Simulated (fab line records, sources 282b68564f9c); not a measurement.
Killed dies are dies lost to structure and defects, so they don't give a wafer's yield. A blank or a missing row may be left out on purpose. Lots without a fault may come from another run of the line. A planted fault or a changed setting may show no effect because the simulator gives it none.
fab line records | flow rit_cmos
record lots=7 wafers=21 last_day=6
route steps=202 shown PLDD@122 SPACER@125 NSD@131 M1@202
lots that met no fault: from a run of the same line without faults
start_h: hours from the record's first day to the start of the lot's first wafer shown | wait_h: hours since the lot's step before | " the same as in the row above | L1.1+2: a row that stands for several wafers | - no value, or no start given | * or withheld: withheld | < > ~ a bound
route shown NAME@n: a module of which the file shows steps, and the number in the route of the first | usual: mean/standard deviation of fault-free wafers | same: alike in all rows | chamber/n: place in a boat | sites: the reading at each site | _std_site: their standard deviation | _edge_site: outer sites' mean less inner sites' | radius_mm: how far each site lies from the wafer's centre | mask NAME#n: copy n | behind: the tool/chamber that last shaped the wafer | hold: why the lot was held/for how many hours/how that ended | device: the transistor (n, p or np) that didn't switch | end of line: the same wafers' tests at the end of the route | a step without rows: its recipe alone | killed: dies lost to structure and defects at the first sort, not the wafer's yield | map: a wafer's dies, x killed, . not, _ none there
set.NAME: the setting as run; set.NAME@STEP: as run at that earlier step | model.NAME: the simulator's own value behind a step, which no gauge read
lots at some steps of the route; a table a step, a row a wafer
services: from which hour (start_h, from the record's first day; less than 0 if before it) a tool's chamber was out of use, for how many hours, and why
## steps
# step RIT_PLDD_IMPLANT_08
# recipe species=BF2 energy_kev=20 dose_cm2=9e+14 tilt_deg=7
# step RIT_PLDD_STRIP_09
# recipe chemistry=O2 time_s=180 resist=NOVOLAK platen_temp_c=withheld power_w=500 pressure_mtorr=4000 o2_flow_sccm=4000
# usual drypump_motor_current_A=5.70/0.22
# columns lot.wafer tool chamber start_h wait_h drypump_motor_current_A rf_hours_counter_h
L368.2 plasma_asher-02 0 65.26 0.1 5.62 34
L368.3 " 0 " " 5.62 -
L368.6 " 1 " " 5.55 -
L370.3 plasma_asher-03 1 72.48 0.1 5.47 -
L370.4 " 0 " " 5.95 -
L370.5 " 0 " " 5.96 -
L371.2 plasma_asher-02 0 78.87 0.1 5.61 35
L371.5 " 0 " " 5.63 -
L371.6 " 1 " " 5.55 -
L374.2 plasma_asher-01 0 92.81 0.1 6.16 32
L374.4 " 1 " " 5.73 -
L374.6 " 0 " " 6.16 -
L375.2 plasma_asher-02 1 97.51 0.1 5.55 38
L375.3 " 1 " " 5.55 -
L375.6 " 1 " " 5.51 -
L382.1 plasma_asher-02 1 133.91 0.1 5.52 2
L382.3 " 1 " " 5.54 -
L382.6 " 0 " " 5.62 -
L383.3 plasma_asher-02 0 138.64 0.1 5.64 -
L383.4 " 1 " " 5.53 -
L383.5 " 0 " " 5.59 -
# step RIT_PLDD_TW_MEAS_10
# usual PLDD_TW=2330/12
# columns lot.wafer tool chamber start_h wait_h PLDD_TW
L368.2 film_metro-03 - 65.45 0.1 2323
L368.3 " - " " 2335
L368.6 " - " " 2339
L370.3 film_metro-04 - 72.61 0.1 2294
L370.4 " - " " 2314
L370.5 " - " " 2311
L371.2 film_metro-03 - 79.05 0.1 2331
L371.5 " - " " 2348
L371.6 " - " " 2336
L374.2 film_metro-03 - 93.00 0.1 2350
L374.4 " - " " 2344
L374.6 " - " " 2335
L375.2 film_metro-02 - 97.69 0.1 2321
L375.3 " - " " 2318
L375.6 " - " " 2319
L382.1 film_metro-03 - 134.08 0.1 2332
L382.3 " - " " 2331
L382.6 " - " " 2345
L383.3 film_metro-02 - 138.78 0.1 2331
L383.4 " - " " 2326
L383.5 " - " " 2340
# step RIT_SPACER_CLEAN_00
# recipe chemistry=SC1 mix=3:3:50 time_s=600 temp_c=75
# step RIT_SPACER_CLEAN_01
# recipe chemistry=dHF dilution=50:1 time_s=30
# step RIT_SPACER_CLEAN_02
# recipe chemistry=SC2 mix=3:3:50 time_s=600 temp_c=75 dry=n2_spin
# step RIT_SPACER_CVD_03
# recipe material=Si3N4 target_thk_nm=250 temp_c=810 precursor=SiH2Cl2/NH3 time_s=3300 pressure_mtorr=300 sih2cl2_flow_sccm=60 nh3_flow_sccm=150
# step RIT_SPACER_THK_MEAS_04
# recipe reads=Si3N4_of_SPACER_CVD_03
# usual SPACER_NITRIDE_THK=250.5/2
# columns lot.wafer tool chamber start_h wait_h SPACER_NITRIDE_THK[nm]
L368.2 film_metro-04 - 67.79 0.0 249.2
L368.3 " - " " 248.5
L368.6 " - " " 248.2
L370.3 film_metro-02 - 74.97 0.0 249.6
L370.4 " - " " 249.6
L370.5 " - " " 252.3
L371.2 film_metro-01 - 81.39 0.0 249.2
L371.5 " - " " 250.1
L371.6 " - " " 250.7
L374.2 film_metro-02 - 95.51 0.0 247.2
L374.4 " - " " 248.2
L374.6 " - " " 249.7
L375.2 film_metro-02 - 100.46 0.0 254.3
L375.3 " - " " 251.2
L375.6 " - " " 251.0
L382.1 film_metro-04 - 136.43 0.0 252.8
L382.3 " - " " 251.9
L382.6 " - " " 252.6
L383.3 film_metro-04 - 141.12 0.0 251.7
L383.4 " - " " 248.7
L383.5 " - " " 247.7
# step RIT_SPACER_ETCHBACK_05
# recipe target_depth_a=2500 SF6_flow_sccm=30 CHF3_flow_sccm=30 target=Si3N4 chemistry=SF6/CHF3 pressure_mtorr=40 rf_w=250 time_s=230.9 stop_on=SiO2
# usual drypump_motor_current_A=5.8/0.43 oes_product_au=0.869/0.016 rf_fwd_power_W=249.2/0.78 throttle_valve_pct=10.29/0.12
# columns lot.wafer tool chamber start_h wait_h drypump_motor_current_A oes_product_au rf_fwd_power_W rf_hours_counter_h throttle_valve_pct
L368.2 rie_diel-03 3 67.84 0.0 5.9 0.854 250.1 66 10.20
L368.3 " 2 " " 6.1 0.881 247.6 137 10.25
L368.6 " 1 " " 6.1 0.854 250.3 - 10.21
L370.3 rie_diel-02 0 75.01 0.0 5.3 0.854 249.1 4 10.34
L370.4 " 3 " " 6.0 0.880 248.2 119 10.47
L370.5 " 0 " " 5.3 0.853 249.4 - 10.34
L371.2 rie_diel-03 1 81.44 0.0 6.0 0.862 250.1 58 10.21
L371.5 " 2 " " 6.0 0.884 248.0 - 10.26
L371.6 " 1 " " 6.1 0.862 249.5 - 10.22
L374.2 rie_diel-03 3 95.56 0.0 5.8 0.849 249.4 66 10.18
L374.4 " 1 " " 6.0 0.854 247.8 59 10.22
L374.6 " 1 " " 6.1 0.851 249.3 - 10.21
L375.2 rie_diel-01 2 100.51 0.0 5.7 0.900 250.0 56 10.41
L375.3 " 0 " " 5.5 0.875 250.2 7 10.31
L375.6 " 3 " " 5.5 0.879 249.7 - 10.53
L382.1 rie_diel-03 1 136.49 0.1 6.1 0.870 248.3 59 10.21
L382.3 " 3 " " 5.9 0.857 248.9 67 10.20
L382.6 " 3 " " 5.8 0.860 249.1 - 10.20
L383.3 rie_diel-03 2 141.16 0.0 6.1 0.892 249.8 138 10.25
L383.4 " 3 " " 5.9 0.852 249.6 67 10.19
L383.5 " 3 " " 5.8 0.855 249.8 - 10.19
# step RIT_NSD_HMDS_00
# recipe prime_time_s=60 prime_temp_c=140
# step RIT_NSD_COAT_01
# recipe resist=NOVOLAK spin_rpm=3250 resist_thk_nm=1000
# step RIT_NSD_SOFTBAKE_02
# recipe resist=NOVOLAK temp_c=90 time_s=60
# step RIT_NSD_EXPOSE_03
# recipe mask_id=M9 na=0.57 target_cd_nm=40700 dose_mj=250
# usual exposure_dose_mJ_cm2=249.97/0.22 focus_offset_nm=0.0/0.55
# columns lot.wafer tool chamber start_h wait_h mask exposure_dose_mJ_cm2 focus_offset_nm model.NSD.overlay_x_nm
L368.2 iline_stepper-02 0 68.58 0.2 M9#0 249.91 -0.3 -2.501
L368.3 " 0 " " M9#0 250.40 -0.3 -2.501
L368.6 " 0 " " M9#0 249.82 0.1 -2.501
L370.3 iline_stepper-01 0 75.65 0.1 M9#0 249.45 0.7 -0.6192
L370.4 " 0 " " M9#0 249.66 0.9 -0.6192
L370.5 " 0 " " M9#0 249.79 -0.4 -0.6192
L371.2 iline_stepper-01 0 82.06 0.1 M9#0 249.94 -0.8 9.673
L371.5 " 0 " " M9#0 250.19 0.1 9.673
L371.6 " 0 " " M9#0 249.94 -0.4 9.673
L374.2 iline_stepper-01 0 96.41 0.2 M9#0 250.08 0.1 8.982
L374.4 " 0 " " M9#0 249.85 -0.1 8.982
L374.6 " 0 " " M9#0 250.14 0.2 8.982
L375.2 iline_stepper-01 0 101.15 0.1 M9#0 250.19 -0.1 9.14
L375.3 " 0 " " M9#0 250.42 0.7 9.14
L375.6 " 0 " " M9#0 249.93 0.1 9.14
L382.1 iline_stepper-02 0 137.21 0.2 M9#0 249.99 0.9 -1.86
L382.3 " 0 " " M9#0 250.18 0.2 -1.86
L382.6 " 0 " " M9#0 250.44 0.7 -1.86
L383.3 iline_stepper-02 0 141.86 0.2 M9#0 249.88 -0.4 2.247
L383.4 " 0 " " M9#0 250.01 -0.2 2.247
L383.5 " 0 " " M9#0 249.80 -0.4 2.247
# step RIT_NSD_PEB_04
# recipe resist=NOVOLAK temp_c=withheld time_s=withheld
# step RIT_NSD_DEVELOP_05
# recipe resist=NOVOLAK develop_time_s=50 dev_temp_c=23
# step RIT_NSD_OVL_MEAS_06
# usual NSD_OVL=-1.5/2
# columns lot.wafer tool chamber start_h wait_h NSD_OVL[nm]
L368.2 overlay-01 - 68.97 - -6.3
L368.3 " - " " -5.9
L368.6 " - " " -4.9
L370.3 overlay-02 - 76.02 - -1.4
L370.4 " - " " 0.3
L370.5 " - " " -1.7
L371.2 overlay-01 - 82.45 - 7.5
L371.5 " - " " 7.2
L371.6 " - " " 8.6
L374.2 overlay-02 - 96.79 - 8.7
L374.4 " - " " 9.0
L374.6 " - " " 7.5
L375.2 overlay-01 - 101.58 - 7.5
L375.3 " - " " 8.2
L375.6 " - " " 8.0
L382.1 overlay-01 - 137.61 - -3.0
L382.3 " - " " -3.9
L382.6 " - " " -4.3
L383.3 overlay-02 - 142.23 - -0.3
L383.4 " - " " -3.4
L383.5 " - " " -3.6
# step RIT_NSD_HARDBAKE_07
# recipe resist=NOVOLAK temp_c=140 time_s=60
# step RIT_M1_PROBE_99
# usual killed_at_front_end=7/3 killed_dies=7/3 killed_open=3.2/1.8 killed_short=3.5/2.1
# same gross_dies=264 killed_at_M0_to_M3=0 killed_at_M4_up=0 killed_at_back_side=0 killed_at_contacts=0 killed_at_other=0
# columns lot.wafer tool chamber start_h wait_h killed_at_front_end killed_dies killed_open killed_short
L368.2 prober-01 - 79.01 0.1 6 6 3 3
L368.3 prober-01 - 79.06 0.2 8 8 2 6
L368.6 prober-01 - 79.21 0.2 5 5 5 0
L370.3 prober-02 - 86.10 0.2 10 10 7 3
L370.4 prober-02 - 86.15 0.2 7 7 3 4
L370.5 prober-02 - 86.20 0.2 12 12 5 7
L371.2 prober-01 - 92.54 0.1 14 14 6 8
L371.5 prober-01 - 92.69 0.2 9 9 4 5
L371.6 prober-01 - 92.74 0.2 6 6 3 3
L374.2 prober-02 - 107.14 0.1 4 4 3 1
L374.4 prober-02 - 107.24 0.2 7 7 3 4
L374.6 prober-02 - 107.34 0.2 2 2 0 2
L375.2 prober-01 - 111.78 0.1 8 8 4 4
L375.3 prober-01 - 111.83 0.2 9 9 6 3
L375.6 prober-01 - 111.98 0.2 3 3 0 3
L383.3 prober-01 - 153.01 0.2 6 6 3 3
L383.4 prober-01 - 153.06 0.2 6 6 3 3
L383.5 prober-01 - 153.11 0.2 6 6 3 3
# killed by level:class
L368.2 SILICIDE:geometric_particle:short=2 FOX2:geometric_particle:open=1 GATE:geometric_particle:open=1 REOX:geometric_particle:short=1 SILICIDE:geometric_particle:open=1
L368.3 GATE:geometric_particle:short=3 SPACER:geometric_particle:short=2 FOX2:geometric_particle:open=1 FOX2:geometric_particle:short=1 SPACER:geometric_particle:open=1
L368.6 GATE:geometric_particle:open=3 FOX2:geometric_particle:open=1 REOX:geometric_particle:open=1
L370.3 GATE:geometric_particle:open=3 GATE:geometric_particle:short=2 FOX1:geometric_particle:open=1 FOX2:geometric_particle:open=1 REOX:geometric_particle:open=1 SILICIDE:geometric_particle:open=1 SILICIDE:geometric_particle:short=1
L370.4 GATE:geometric_particle:short=3 REOX:geometric_particle:open=2 SILICIDE:geometric_particle:short=1 SILICIDE:geometric_particle:open=1
L370.5 GATE:geometric_particle:open=2 GATE:geometric_particle:short=2 SPACER:geometric_particle:short=2 FOX1:geometric_particle:open=1 FOX1:geometric_particle:short=1 FOX2:geometric_particle:short=1 REOX:geometric_particle:short=1 SPACER:geometric_particle:open=1
L371.2 GATE:geometric_particle:short=4 FOX1:geometric_particle:open=3 GATE:geometric_particle:open=3 SILICIDE:geometric_particle:short=2 FOX1:geometric_particle:short=1 SPACER:geometric_particle:short=1
L371.5 FOX1:geometric_particle:open=3 GATE:geometric_particle:short=3 FOX1:geometric_particle:short=2 REOX:geometric_particle:open=1
L371.6 GATE:geometric_particle:open=2 FOX1:geometric_particle:short=1 REOX:geometric_particle:short=1 SPACER:geometric_particle:short=1 SILICIDE:geometric_particle:open=1
L374.2 FOX1:geometric_particle:open=2 FOX1:geometric_particle:short=1 SILICIDE:geometric_particle:open=1
L374.4 FOX1:geometric_particle:short=2 FOX1:geometric_particle:open=1 FOX2:geometric_particle:open=1 FOX2:geometric_particle:short=1 REOX:geometric_particle:open=1 SILICIDE:geometric_particle:short=1
L374.6 GATE:geometric_particle:short=1 SPACER:geometric_particle:short=1
L375.2 FOX1:geometric_particle:short=2 GATE:geometric_particle:open=2 FOX1:geometric_particle:open=1 GATE:geometric_particle:short=1 REOX:geometric_particle:open=1 SPACER:geometric_particle:short=1
L375.3 SPACER:geometric_particle:open=4 REOX:geometric_particle:short=2 FOX1:geometric_particle:open=2 GATE:geometric_particle:short=1
L375.6 FOX2:geometric_particle:short=2 GATE:geometric_particle:short=1
L383.3 SILICIDE:geometric_particle:short=2 FOX1:geometric_particle:open=1 GATE:geometric_particle:open=1 GATE:geometric_particle:short=1 SILICIDE:geometric_particle:open=1
L383.4 FOX2:geometric_particle:short=2 GATE:geometric_particle:open=2 FOX2:geometric_particle:open=1 SPACER:geometric_particle:short=1
L383.5 SPACER:geometric_particle:open=2 FOX2:geometric_particle:short=1 FOX2:geometric_particle:open=1 GATE:geometric_particle:short=1 SPACER:geometric_particle:short=1
## services
# columns tool chamber start_h hours kind
rie_diel-02 1 58.30 5.1 repair
plasma_asher-03 - 60.21 2.8 pm
iline_stepper-01 - 73.18 1.7 pm
plasma_asher-03 - 81.50 28.1 pm
rie_diel-03 1 82.04 5.8 repair
rie_diel-02 1 90.58 3.9 repair
iline_stepper-02 - 98.88 1.7 pm
rie_diel-02 2 104.33 14.5 repair
rie_diel-01 - 107.19 14.6 pm
plasma_asher-02 - 108.75 9.0 pm
plasma_asher-02 0 108.75 9.0 vent_cycle
plasma_asher-02 1 108.75 9.0 vent_cycle
plasma_asher-02 0 117.75 - clean
plasma_asher-02 1 117.75 - clean
rie_diel-01 - 122.60 1.5 repair
rie_diel-02 0 128.17 2.4 repair
plasma_asher-03 - 131.59 9.1 repair
iline_stepper-01 - 132.08 9.8 repair
rie_diel-01 2 135.59 19.8 repair
## key
first_sign step=RIT_NSD_OVL_MEAS_06 reading=NSD_OVL direction=up sigmas=4.8 usual=-1.5 struck=8.0
effect none on later readings
model_effect step=RIT_NSD_EXPOSE_03 value=NSD.overlay_x_nm without=0.6736 struck=9.265
met_at RIT_NSD_EXPOSE_03
struck_wafers L371.2,L371.5,L371.6,L374.2,L374.4,L374.6,L375.2,L375.3,L375.6
tester_left_out L371,L374,L375
onset_between 75.65 82.06
fault kind=scanner_matching_overlay tool=iline_stepper-01 chamber=- onset_h=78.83 steps=RIT_NSD_EXPOSE_03 offset=8.5913
# tester_left_out: of these lots the tester's yield and bins aren't shown, on N5 and GAA mostly nor the transistor test; their killed dies are dies lost to structure and defects alone, not to doping, threshold or leakage, so they don't give the yield
